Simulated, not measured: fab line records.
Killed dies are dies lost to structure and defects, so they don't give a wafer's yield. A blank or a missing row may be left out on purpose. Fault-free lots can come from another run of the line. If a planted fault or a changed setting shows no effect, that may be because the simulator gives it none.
fab line records :: flow rit_cmos :: part 2 of 2: steps 32 to 41 of 41
[record]
  lots = 5
  wafers = 15
  last_day = 7
route steps=202 shown SPACER@129 NSD@131 PSD@142 SDANNEAL@153 PLDD@159 NLDD@160 SILICIDE@161 CONTACT@168
lots that met no fault: taken from a fault-free run of the same line
start_h: hours from the record's first day to the start of the lot's first wafer shown :: wait_h: hours since the lot's step before :: " the same as in the row above :: L1.1+2: a single row standing in for several wafers :: - value missing, or start not given :: * or withheld: withheld :: < > ~ a bound
route shown NAME@n: names a module that has steps shown in the file, with the first one's number in the route :: usual: mean and standard deviation over wafers with no fault :: same: alike in all rows :: chamber/n: place in a boat :: sites: per-site readings :: _std_site: standard deviation across them :: _edge_site: mean of outer sites minus mean of inner sites :: radius_mm: how far each site lies from the wafer's centre :: mask NAME#n: copy n :: behind: the tool/chamber that last shaped the wafer :: hold: cause of the lot's hold/its duration in hours/its outcome :: device: whichever transistor did not switch (one of n, p or np) :: end of line: tests run on the same wafers once the route is complete :: a step without rows: its recipe alone :: killed: at the first sort, the dies lost to defects and structure; wafer yield is something else :: map: the dies of a wafer, with x for killed, . for not killed, _ for no die there
set.NAME: the setting as run; set.NAME@STEP: as run at that earlier step :: model.NAME: the simulator's own value behind a step, which no gauge read
certain route steps with their lots: each step a table, each wafer a row
services: a tool's chamber out of use, with start hour (start_h, from the record's first day; less than 0 if before it), hours out, and reason
[[steps]]
[step RIT_SDANNEAL_RS_MEAS_07]
[recipe]
  thk_meas_gauge = four-point-probe
[usual]
  NLDD_RS = 151.6/0.5
lot.wafer: L078.1
tool: film_metro-01
chamber: -
start_h: 70.53
wait_h: 0.1
NLDD_RS[ohm/sq]: 151.0

lot.wafer: L078.3
tool: film_metro-01
chamber: -
start_h: 70.53
wait_h: 0.1
NLDD_RS[ohm/sq]: 150.7

lot.wafer: L078.4
tool: film_metro-01
chamber: -
start_h: 70.53
wait_h: 0.1
NLDD_RS[ohm/sq]: 149.7

lot.wafer: L081.1
tool: film_metro-01
chamber: -
start_h: 91.66
wait_h: 0.1
NLDD_RS[ohm/sq]: 151.6

lot.wafer: L081.4
tool: film_metro-01
chamber: -
start_h: 91.66
wait_h: 0.1
NLDD_RS[ohm/sq]: 151.1

lot.wafer: L081.5
tool: film_metro-01
chamber: -
start_h: 91.66
wait_h: 0.1
NLDD_RS[ohm/sq]: 151.8

lot.wafer: L087.1
tool: film_metro-02
chamber: -
start_h: 115.55
wait_h: 0.1
NLDD_RS[ohm/sq]: 152.1

lot.wafer: L087.4
tool: film_metro-02
chamber: -
start_h: 115.55
wait_h: 0.1
NLDD_RS[ohm/sq]: 151.6

lot.wafer: L087.5
tool: film_metro-02
chamber: -
start_h: 115.55
wait_h: 0.1
NLDD_RS[ohm/sq]: 151.7

lot.wafer: L091.2
tool: film_metro-02
chamber: -
start_h: 135.48
wait_h: 0.1
NLDD_RS[ohm/sq]: 151.8

lot.wafer: L091.3
tool: film_metro-02
chamber: -
start_h: 135.48
wait_h: 0.1
NLDD_RS[ohm/sq]: 151.8

lot.wafer: L091.4
tool: film_metro-02
chamber: -
start_h: 135.48
wait_h: 0.1
NLDD_RS[ohm/sq]: 151.3

lot.wafer: L094.2
tool: film_metro-02
chamber: -
start_h: 149.67
wait_h: 0.1
NLDD_RS[ohm/sq]: 151.8

lot.wafer: L094.3
tool: film_metro-02
chamber: -
start_h: 149.67
wait_h: 0.1
NLDD_RS[ohm/sq]: 151.4

lot.wafer: L094.5
tool: film_metro-02
chamber: -
start_h: 149.67
wait_h: 0.1
NLDD_RS[ohm/sq]: 151.2
[step RIT_SILICIDE_WET_ETCH_00]
[recipe]
  chemistry = BOE
  target = SiO2
  target_depth_nm = 14
  time_s = 15
  dry = n2_spin
  dilution = 10:1
  temp_c = 21.5
[usual]
  temp_c = 21.51/0.1
lot.wafer: L078.1
tool: wet_bench-03
chamber: 3
start_h: 70.65
wait_h: 0.1
temp_c: 21.47

lot.wafer: L078.3
tool: wet_bench-03
chamber: 3
start_h: 70.65
wait_h: 0.1
temp_c: 21.48

lot.wafer: L078.4
tool: wet_bench-03
chamber: 3
start_h: 70.65
wait_h: 0.1
temp_c: 21.47

lot.wafer: L081.1
tool: wet_bench-01
chamber: 3
start_h: 91.78
wait_h: 0.1
temp_c: 21.40

lot.wafer: L081.4
tool: wet_bench-01
chamber: 3
start_h: 91.78
wait_h: 0.1
temp_c: 21.57

lot.wafer: L081.5
tool: wet_bench-01
chamber: 3
start_h: 91.78
wait_h: 0.1
temp_c: 21.35

lot.wafer: L087.1
tool: wet_bench-02
chamber: 2
start_h: 115.67
wait_h: 0.1
temp_c: 21.57

lot.wafer: L087.4
tool: wet_bench-02
chamber: 2
start_h: 115.67
wait_h: 0.1
temp_c: 21.58

lot.wafer: L087.5
tool: wet_bench-02
chamber: 2
start_h: 115.67
wait_h: 0.1
temp_c: 21.49

lot.wafer: L091.2
tool: wet_bench-01
chamber: 0
start_h: 135.58
wait_h: 0.1
temp_c: 21.50

lot.wafer: L091.3
tool: wet_bench-01
chamber: 0
start_h: 135.58
wait_h: 0.1
temp_c: 21.40

lot.wafer: L091.4
tool: wet_bench-01
chamber: 0
start_h: 135.58
wait_h: 0.1
temp_c: 21.43

lot.wafer: L094.2
tool: wet_bench-03
chamber: 1
start_h: 149.77
wait_h: 0.1
temp_c: 21.48

lot.wafer: L094.3
tool: wet_bench-03
chamber: 1
start_h: 149.77
wait_h: 0.1
temp_c: 21.48

lot.wafer: L094.5
tool: wet_bench-03
chamber: 1
start_h: 149.77
wait_h: 0.1
temp_c: 21.58
[step RIT_SILICIDE_SPUTTER_01]
[recipe]
  material = Ti
  target_thk_nm = 30
  power_w = 350
  chamber_pressure_pa = 0.667
  gas = Ar
  time_s = 240
  substrate_temp_c = 25
[usual]
  cathode_dc_power_W = 350.01/0.071
  throttle_valve_pct = 29.3/0.66
lot.wafer: L078.1
tool: pvd_sputter-04
chamber: -
start_h: 70.66
wait_h: 0.0
cathode_dc_power_W: 349.97
throttle_valve_pct: 29.8

lot.wafer: L078.3
tool: pvd_sputter-04
chamber: -
start_h: 70.66
wait_h: 0.0
cathode_dc_power_W: 350.03
throttle_valve_pct: 28.4

lot.wafer: L078.4
tool: pvd_sputter-04
chamber: -
start_h: 70.66
wait_h: 0.0
cathode_dc_power_W: 349.95
throttle_valve_pct: 29.3

lot.wafer: L081.1
tool: pvd_sputter-01
chamber: -
start_h: 91.80
wait_h: 0.0
cathode_dc_power_W: 349.96
throttle_valve_pct: 30.1

lot.wafer: L081.4
tool: pvd_sputter-01
chamber: -
start_h: 91.80
wait_h: 0.0
cathode_dc_power_W: 349.81
throttle_valve_pct: 29.7

lot.wafer: L081.5
tool: pvd_sputter-01
chamber: -
start_h: 91.80
wait_h: 0.0
cathode_dc_power_W: 350.03
throttle_valve_pct: 30.0

lot.wafer: L087.1
tool: pvd_sputter-01
chamber: -
start_h: 115.68
wait_h: 0.0
cathode_dc_power_W: 349.99
throttle_valve_pct: 30.1

lot.wafer: L087.4
tool: pvd_sputter-01
chamber: -
start_h: 115.68
wait_h: 0.0
cathode_dc_power_W: 350.08
throttle_valve_pct: 28.6

lot.wafer: L087.5
tool: pvd_sputter-01
chamber: -
start_h: 115.68
wait_h: 0.0
cathode_dc_power_W: 350.03
throttle_valve_pct: 29.8

lot.wafer: L091.2
tool: pvd_sputter-01
chamber: -
start_h: 135.59
wait_h: 0.0
cathode_dc_power_W: 350.06
throttle_valve_pct: 30.0

lot.wafer: L091.3
tool: pvd_sputter-01
chamber: -
start_h: 135.59
wait_h: 0.0
cathode_dc_power_W: 350.06
throttle_valve_pct: 29.8

lot.wafer: L091.4
tool: pvd_sputter-01
chamber: -
start_h: 135.59
wait_h: 0.0
cathode_dc_power_W: 349.95
throttle_valve_pct: 29.0

lot.wafer: L094.2
tool: pvd_sputter-04
chamber: -
start_h: 149.78
wait_h: 0.0
cathode_dc_power_W: 350.05
throttle_valve_pct: 29.9

lot.wafer: L094.3
tool: pvd_sputter-04
chamber: -
start_h: 149.78
wait_h: 0.0
cathode_dc_power_W: 350.00
throttle_valve_pct: 29.2

lot.wafer: L094.5
tool: pvd_sputter-04
chamber: -
start_h: 149.78
wait_h: 0.0
cathode_dc_power_W: 350.02
throttle_valve_pct: 29.6
[step RIT_SILICIDE_RS_MEAS_02]
[recipe]
  thk_meas_gauge = four-point-probe
  reads = Ti_of_SILICIDE_SPUTTER_01
[usual]
  SILICIDE_TI_RS = 47.6/0.64
lot.wafer: L078.1
tool: film_metro-03
chamber: -
start_h: 70.81
wait_h: 0.1
SILICIDE_TI_RS[ohm/sq]: 47.3

lot.wafer: L078.3
tool: film_metro-03
chamber: -
start_h: 70.81
wait_h: 0.1
SILICIDE_TI_RS[ohm/sq]: 47.6

lot.wafer: L078.4
tool: film_metro-03
chamber: -
start_h: 70.81
wait_h: 0.1
SILICIDE_TI_RS[ohm/sq]: 47.7

lot.wafer: L081.1
tool: film_metro-04
chamber: -
start_h: 91.95
wait_h: 0.1
SILICIDE_TI_RS[ohm/sq]: 47.5

lot.wafer: L081.4
tool: film_metro-04
chamber: -
start_h: 91.95
wait_h: 0.1
SILICIDE_TI_RS[ohm/sq]: 47.0

lot.wafer: L081.5
tool: film_metro-04
chamber: -
start_h: 91.95
wait_h: 0.1
SILICIDE_TI_RS[ohm/sq]: 47.2

lot.wafer: L087.1
tool: film_metro-03
chamber: -
start_h: 115.83
wait_h: 0.1
SILICIDE_TI_RS[ohm/sq]: 47.0

lot.wafer: L087.4
tool: film_metro-03
chamber: -
start_h: 115.83
wait_h: 0.1
SILICIDE_TI_RS[ohm/sq]: 47.5

lot.wafer: L087.5
tool: film_metro-03
chamber: -
start_h: 115.83
wait_h: 0.1
SILICIDE_TI_RS[ohm/sq]: 46.8

lot.wafer: L091.2
tool: film_metro-04
chamber: -
start_h: 135.76
wait_h: 0.1
SILICIDE_TI_RS[ohm/sq]: 46.9

lot.wafer: L091.3
tool: film_metro-04
chamber: -
start_h: 135.76
wait_h: 0.1
SILICIDE_TI_RS[ohm/sq]: 47.1

lot.wafer: L091.4
tool: film_metro-04
chamber: -
start_h: 135.76
wait_h: 0.1
SILICIDE_TI_RS[ohm/sq]: 46.8

lot.wafer: L094.2
tool: film_metro-04
chamber: -
start_h: 149.95
wait_h: 0.1
SILICIDE_TI_RS[ohm/sq]: 47.8

lot.wafer: L094.3
tool: film_metro-04
chamber: -
start_h: 149.95
wait_h: 0.1
SILICIDE_TI_RS[ohm/sq]: 47.1

lot.wafer: L094.5
tool: film_metro-04
chamber: -
start_h: 149.95
wait_h: 0.1
SILICIDE_TI_RS[ohm/sq]: 47.6
[step RIT_SILICIDE_THK_MEAS_03]
[recipe]
  thk_meas_gauge = xrf
  reads = Ti_of_SILICIDE_SPUTTER_01
[usual]
  SILICIDE_TI_THK = 30.2/0.35
lot.wafer: L078.1
tool: film_metro-03
chamber: -
start_h: 70.93
wait_h: 0.1
SILICIDE_TI_THK[nm]: 30.4

lot.wafer: L078.3
tool: film_metro-03
chamber: -
start_h: 70.93
wait_h: 0.1
SILICIDE_TI_THK[nm]: 30.3

lot.wafer: L078.4
tool: film_metro-03
chamber: -
start_h: 70.93
wait_h: 0.1
SILICIDE_TI_THK[nm]: 30.1

lot.wafer: L081.1
tool: film_metro-04
chamber: -
start_h: 92.07
wait_h: 0.1
SILICIDE_TI_THK[nm]: 30.2

lot.wafer: L081.4
tool: film_metro-04
chamber: -
start_h: 92.07
wait_h: 0.1
SILICIDE_TI_THK[nm]: 30.4

lot.wafer: L081.5
tool: film_metro-04
chamber: -
start_h: 92.07
wait_h: 0.1
SILICIDE_TI_THK[nm]: 30.4

lot.wafer: L087.1
tool: film_metro-03
chamber: -
start_h: 115.95
wait_h: 0.1
SILICIDE_TI_THK[nm]: 30.5

lot.wafer: L087.4
tool: film_metro-03
chamber: -
start_h: 115.95
wait_h: 0.1
SILICIDE_TI_THK[nm]: 30.4

lot.wafer: L087.5
tool: film_metro-03
chamber: -
start_h: 115.95
wait_h: 0.1
SILICIDE_TI_THK[nm]: 30.7

lot.wafer: L091.2
tool: film_metro-04
chamber: -
start_h: 135.87
wait_h: 0.1
SILICIDE_TI_THK[nm]: 30.5

lot.wafer: L091.3
tool: film_metro-04
chamber: -
start_h: 135.87
wait_h: 0.1
SILICIDE_TI_THK[nm]: 30.3

lot.wafer: L091.4
tool: film_metro-04
chamber: -
start_h: 135.87
wait_h: 0.1
SILICIDE_TI_THK[nm]: 30.7

lot.wafer: L094.2
tool: film_metro-04
chamber: -
start_h: 150.06
wait_h: 0.1
SILICIDE_TI_THK[nm]: 30.0

lot.wafer: L094.3
tool: film_metro-04
chamber: -
start_h: 150.06
wait_h: 0.1
SILICIDE_TI_THK[nm]: 30.3

lot.wafer: L094.5
tool: film_metro-04
chamber: -
start_h: 150.06
wait_h: 0.1
SILICIDE_TI_THK[nm]: 30.2
[step RIT_SILICIDE_RTA_04]
[recipe]
  temp_c = 650
  time_s = 9.618
  idle_temp_c = 25
  ramp_up_s = 5
  ramp_down_s = 5
  cool_to_c = 25
  ambient = N2
[usual]
  wafer_temp_C_max = 652.5/0.74
lot.wafer: L078.1
tool: rtp_anneal-01
chamber: 0
start_h: 70.99
wait_h: 0.1
wafer_temp_C_max: 651.6

lot.wafer: L078.3
tool: rtp_anneal-01
chamber: 0
start_h: 70.99
wait_h: 0.1
wafer_temp_C_max: 651.7

lot.wafer: L078.4
tool: rtp_anneal-01
chamber: 0
start_h: 70.99
wait_h: 0.1
wafer_temp_C_max: 653.7

lot.wafer: L081.1
tool: rtp_anneal-02
chamber: 0
start_h: 92.13
wait_h: 0.1
wafer_temp_C_max: 654.6

lot.wafer: L081.4
tool: rtp_anneal-02
chamber: 0
start_h: 92.13
wait_h: 0.1
wafer_temp_C_max: 652.5

lot.wafer: L081.5
tool: rtp_anneal-02
chamber: 0
start_h: 92.13
wait_h: 0.1
wafer_temp_C_max: 653.2

lot.wafer: L087.1
tool: rtp_anneal-01
chamber: 0
start_h: 116.01
wait_h: 0.1
wafer_temp_C_max: 652.1

lot.wafer: L087.4
tool: rtp_anneal-01
chamber: 0
start_h: 116.01
wait_h: 0.1
wafer_temp_C_max: 652.4

lot.wafer: L087.5
tool: rtp_anneal-01
chamber: 0
start_h: 116.01
wait_h: 0.1
wafer_temp_C_max: 652.7

lot.wafer: L091.2
tool: rtp_anneal-01
chamber: 0
start_h: 135.93
wait_h: 0.1
wafer_temp_C_max: 651.7

lot.wafer: L091.3
tool: rtp_anneal-01
chamber: 0
start_h: 135.93
wait_h: 0.1
wafer_temp_C_max: 652.4

lot.wafer: L091.4
tool: rtp_anneal-01
chamber: 0
start_h: 135.93
wait_h: 0.1
wafer_temp_C_max: 652.0

lot.wafer: L094.2
tool: rtp_anneal-02
chamber: 0
start_h: 150.12
wait_h: 0.1
wafer_temp_C_max: 653.4

lot.wafer: L094.3
tool: rtp_anneal-02
chamber: 0
start_h: 150.12
wait_h: 0.1
wafer_temp_C_max: 652.7

lot.wafer: L094.5
tool: rtp_anneal-02
chamber: 0
start_h: 150.12
wait_h: 0.1
wafer_temp_C_max: 652.9
[step RIT_SILICIDE_WET_ETCH_05]
[recipe]
  chemistry = SPM
  target = Ti
  temp_c = 90
  time_s = 120
  dry = n2_spin
[usual]
  temp_c = 89.97/0.14
lot.wafer: L078.1
tool: wet_bench-01
chamber: 2
start_h: 71.06
wait_h: 0.1
temp_c: 89.94

lot.wafer: L078.3
tool: wet_bench-01
chamber: 2
start_h: 71.06
wait_h: 0.1
temp_c: 89.90

lot.wafer: L078.4
tool: wet_bench-01
chamber: 2
start_h: 71.06
wait_h: 0.1
temp_c: 89.93

lot.wafer: L081.1
tool: wet_bench-01
chamber: 2
start_h: 92.19
wait_h: 0.1
temp_c: 89.91

lot.wafer: L081.4
tool: wet_bench-01
chamber: 2
start_h: 92.19
wait_h: 0.1
temp_c: 89.84

lot.wafer: L081.5
tool: wet_bench-01
chamber: 2
start_h: 92.19
wait_h: 0.1
temp_c: 90.00

lot.wafer: L087.1
tool: wet_bench-03
chamber: 1
start_h: 116.08
wait_h: 0.1
temp_c: 89.78

lot.wafer: L087.4
tool: wet_bench-03
chamber: 1
start_h: 116.08
wait_h: 0.1
temp_c: 89.80

lot.wafer: L087.5
tool: wet_bench-03
chamber: 1
start_h: 116.08
wait_h: 0.1
temp_c: 90.07

lot.wafer: L091.2
tool: wet_bench-02
chamber: 3
start_h: 135.99
wait_h: 0.0
temp_c: 90.06

lot.wafer: L091.3
tool: wet_bench-02
chamber: 3
start_h: 135.99
wait_h: 0.0
temp_c: 90.27

lot.wafer: L091.4
tool: wet_bench-02
chamber: 3
start_h: 135.99
wait_h: 0.0
temp_c: 90.05

lot.wafer: L094.2
tool: wet_bench-03
chamber: 0
start_h: 150.18
wait_h: 0.0
temp_c: 90.24

lot.wafer: L094.3
tool: wet_bench-03
chamber: 0
start_h: 150.18
wait_h: 0.0
temp_c: 90.25

lot.wafer: L094.5
tool: wet_bench-03
chamber: 0
start_h: 150.18
wait_h: 0.0
temp_c: 90.19
[step RIT_SILICIDE_RTA_06]
[recipe]
  temp_c = 750
  time_s = 10
  idle_temp_c = 25
  ramp_up_s = 5
  ramp_down_s = 10
  cool_to_c = 25
  ambient = N2
[usual]
  wafer_temp_C_max = 752.9/0.78
lot.wafer: L078.1
tool: rtp_anneal-02
chamber: 0
start_h: 71.10
wait_h: 0.0
wafer_temp_C_max: 753.5

lot.wafer: L078.3
tool: rtp_anneal-02
chamber: 0
start_h: 71.10
wait_h: 0.0
wafer_temp_C_max: 754.1

lot.wafer: L078.4
tool: rtp_anneal-02
chamber: 0
start_h: 71.10
wait_h: 0.0
wafer_temp_C_max: 753.2

lot.wafer: L081.1
tool: rtp_anneal-01
chamber: 0
start_h: 92.23
wait_h: 0.0
wafer_temp_C_max: 752.1

lot.wafer: L081.4
tool: rtp_anneal-01
chamber: 0
start_h: 92.23
wait_h: 0.0
wafer_temp_C_max: 752.1

lot.wafer: L081.5
tool: rtp_anneal-01
chamber: 0
start_h: 92.23
wait_h: 0.0
wafer_temp_C_max: 752.2

lot.wafer: L087.1
tool: rtp_anneal-01
chamber: 0
start_h: 116.12
wait_h: 0.0
wafer_temp_C_max: 751.9

lot.wafer: L087.4
tool: rtp_anneal-01
chamber: 0
start_h: 116.12
wait_h: 0.0
wafer_temp_C_max: 752.0

lot.wafer: L087.5
tool: rtp_anneal-01
chamber: 0
start_h: 116.12
wait_h: 0.0
wafer_temp_C_max: 752.9

lot.wafer: L091.2
tool: rtp_anneal-02
chamber: 0
start_h: 136.04
wait_h: 0.0
wafer_temp_C_max: 753.8

lot.wafer: L091.3
tool: rtp_anneal-02
chamber: 0
start_h: 136.04
wait_h: 0.0
wafer_temp_C_max: 753.6

lot.wafer: L091.4
tool: rtp_anneal-02
chamber: 0
start_h: 136.04
wait_h: 0.0
wafer_temp_C_max: 754.4

lot.wafer: L094.2
tool: rtp_anneal-01
chamber: 0
start_h: 150.23
wait_h: 0.0
wafer_temp_C_max: 752.8

lot.wafer: L094.3
tool: rtp_anneal-01
chamber: 0
start_h: 150.23
wait_h: 0.0
wafer_temp_C_max: 752.2

lot.wafer: L094.5
tool: rtp_anneal-01
chamber: 0
start_h: 150.23
wait_h: 0.0
wafer_temp_C_max: 752.7
[step RIT_CONTACT_CVD_00]
[recipe]
  material = SiO2
  target_thk_nm = 400
  precursor = TEOS
  temp_c = 390
  time_s = 61
  rf_w = 400
[usual]
  heater_power_w = 321/55
lot.wafer: L078.1
tool: pecvd-03
chamber: 0
start_h: 71.16
wait_h: 0.1
heater_power_w: 312

lot.wafer: L078.3
tool: pecvd-03
chamber: 2
start_h: 71.16
wait_h: 0.1
heater_power_w: 308

lot.wafer: L078.4
tool: pecvd-03
chamber: 1
start_h: 71.16
wait_h: 0.1
heater_power_w: 298

lot.wafer: L081.1
tool: pecvd-03
chamber: 0
start_h: 92.30
wait_h: 0.1
heater_power_w: 330

lot.wafer: L081.4
tool: pecvd-03
chamber: 2
start_h: 92.30
wait_h: 0.1
heater_power_w: 312

lot.wafer: L081.5
tool: pecvd-03
chamber: 0
start_h: 92.30
wait_h: 0.1
heater_power_w: 338

lot.wafer: L087.1
tool: pecvd-03
chamber: 0
start_h: 116.19
wait_h: 0.1
heater_power_w: 272

lot.wafer: L087.4
tool: pecvd-03
chamber: 1
start_h: 116.19
wait_h: 0.1
heater_power_w: 275

lot.wafer: L087.5
tool: pecvd-03
chamber: 0
start_h: 116.19
wait_h: 0.1
heater_power_w: 295

lot.wafer: L091.2
tool: pecvd-04
chamber: 1
start_h: 136.10
wait_h: 0.0
heater_power_w: 336

lot.wafer: L091.3
tool: pecvd-04
chamber: 2
start_h: 136.10
wait_h: 0.0
heater_power_w: 465

lot.wafer: L091.4
tool: pecvd-04
chamber: 0
start_h: 136.10
wait_h: 0.0
heater_power_w: 345

lot.wafer: L094.2
tool: pecvd-04
chamber: 2
start_h: 150.28
wait_h: 0.0
heater_power_w: 451

lot.wafer: L094.3
tool: pecvd-04
chamber: 0
start_h: 150.28
wait_h: 0.0
heater_power_w: 347

lot.wafer: L094.5
tool: pecvd-04
chamber: 1
start_h: 150.28
wait_h: 0.0
heater_power_w: 351
[step RIT_CONTACT_THK_MEAS_01]
[recipe]
  reads = SiO2_of_CONTACT_CVD_00
[usual]
  CONTACT_TEOS_THK = 400/5.9
lot.wafer: L078.1
tool: film_metro-01
chamber: -
start_h: 71.22
wait_h: 0.0
CONTACT_TEOS_THK[nm]: 398

lot.wafer: L078.3
tool: film_metro-01
chamber: -
start_h: 71.22
wait_h: 0.0
CONTACT_TEOS_THK[nm]: 402

lot.wafer: L078.4
tool: film_metro-01
chamber: -
start_h: 71.22
wait_h: 0.0
CONTACT_TEOS_THK[nm]: 406

lot.wafer: L081.1
tool: film_metro-02
chamber: -
start_h: 92.35
wait_h: 0.0
CONTACT_TEOS_THK[nm]: 393

lot.wafer: L081.4
tool: film_metro-02
chamber: -
start_h: 92.35
wait_h: 0.0
CONTACT_TEOS_THK[nm]: 406

lot.wafer: L081.5
tool: film_metro-02
chamber: -
start_h: 92.35
wait_h: 0.0
CONTACT_TEOS_THK[nm]: 404

lot.wafer: L087.1
tool: film_metro-04
chamber: -
start_h: 116.24
wait_h: 0.0
CONTACT_TEOS_THK[nm]: 404

lot.wafer: L087.4
tool: film_metro-04
chamber: -
start_h: 116.24
wait_h: 0.0
CONTACT_TEOS_THK[nm]: 404

lot.wafer: L087.5
tool: film_metro-04
chamber: -
start_h: 116.24
wait_h: 0.0
CONTACT_TEOS_THK[nm]: 409

lot.wafer: L091.2
tool: film_metro-04
chamber: -
start_h: 136.16
wait_h: 0.0
CONTACT_TEOS_THK[nm]: 399

lot.wafer: L091.3
tool: film_metro-04
chamber: -
start_h: 136.16
wait_h: 0.0
CONTACT_TEOS_THK[nm]: 392

lot.wafer: L091.4
tool: film_metro-04
chamber: -
start_h: 136.16
wait_h: 0.0
CONTACT_TEOS_THK[nm]: 400

lot.wafer: L094.2
tool: film_metro-01
chamber: -
start_h: 150.35
wait_h: 0.0
CONTACT_TEOS_THK[nm]: 391

lot.wafer: L094.3
tool: film_metro-01
chamber: -
start_h: 150.35
wait_h: 0.0
CONTACT_TEOS_THK[nm]: 387

lot.wafer: L094.5
tool: film_metro-01
chamber: -
start_h: 150.35
wait_h: 0.0
CONTACT_TEOS_THK[nm]: 403
[[services]]
tool: pecvd-04
chamber: -
start_h: 45.22
hours: 28.1
kind: pm

tool: iline_stepper-02
chamber: -
start_h: 46.82
hours: 7.0
kind: repair

tool: pvd_sputter-04
chamber: -
start_h: 54.74
hours: 12.4
kind: repair

tool: plasma_asher-03
chamber: -
start_h: 61.16
hours: 2.7
kind: repair

tool: implanter-03
chamber: -
start_h: 64.28
hours: 3.0
kind: repair

tool: plasma_asher-02
chamber: -
start_h: 70.02
hours: 8.1
kind: repair

tool: iline_stepper-02
chamber: -
start_h: 70.42
hours: 1.7
kind: pm

tool: plasma_asher-01
chamber: -
start_h: 74.99
hours: 3.2
kind: repair

tool: iline_stepper-01
chamber: -
start_h: 77.06
hours: 1.7
kind: pm

tool: implanter-03
chamber: -
start_h: 81.27
hours: 1.4
kind: pm

tool: wet_bench-03
chamber: -
start_h: 82.26
hours: 4.4
kind: pm

tool: plasma_asher-01
chamber: -
start_h: 90.39
hours: 5.1
kind: repair

tool: wet_bench-02
chamber: -
start_h: 91.05
hours: 1.9
kind: pm

tool: iline_stepper-01
chamber: -
start_h: 97.88
hours: 9.3
kind: repair

tool: plasma_asher-02
chamber: -
start_h: 108.75
hours: 9.0
kind: pm

tool: wet_bench-01
chamber: -
start_h: 115.11
hours: 4.1
kind: repair

tool: rie_diel-03
chamber: 2
start_h: 115.14
hours: 2.8
kind: repair

tool: rtp_anneal-02
chamber: -
start_h: 115.26
hours: 4.0
kind: pm

tool: plasma_asher-01
chamber: -
start_h: 115.79
hours: 4.3
kind: repair

tool: pvd_sputter-01
chamber: -
start_h: 121.45
hours: 1.4
kind: repair

tool: pecvd-03
chamber: 2
start_h: 129.69
hours: 15.3
kind: repair

tool: implanter-02
chamber: -
start_h: 133.98
hours: 8.5
kind: repair

tool: rie_diel-03
chamber: -
start_h: 144.74
hours: 0.5
kind: repair

tool: implanter-01
chamber: -
start_h: 150.12
hours: 3.1
kind: pm
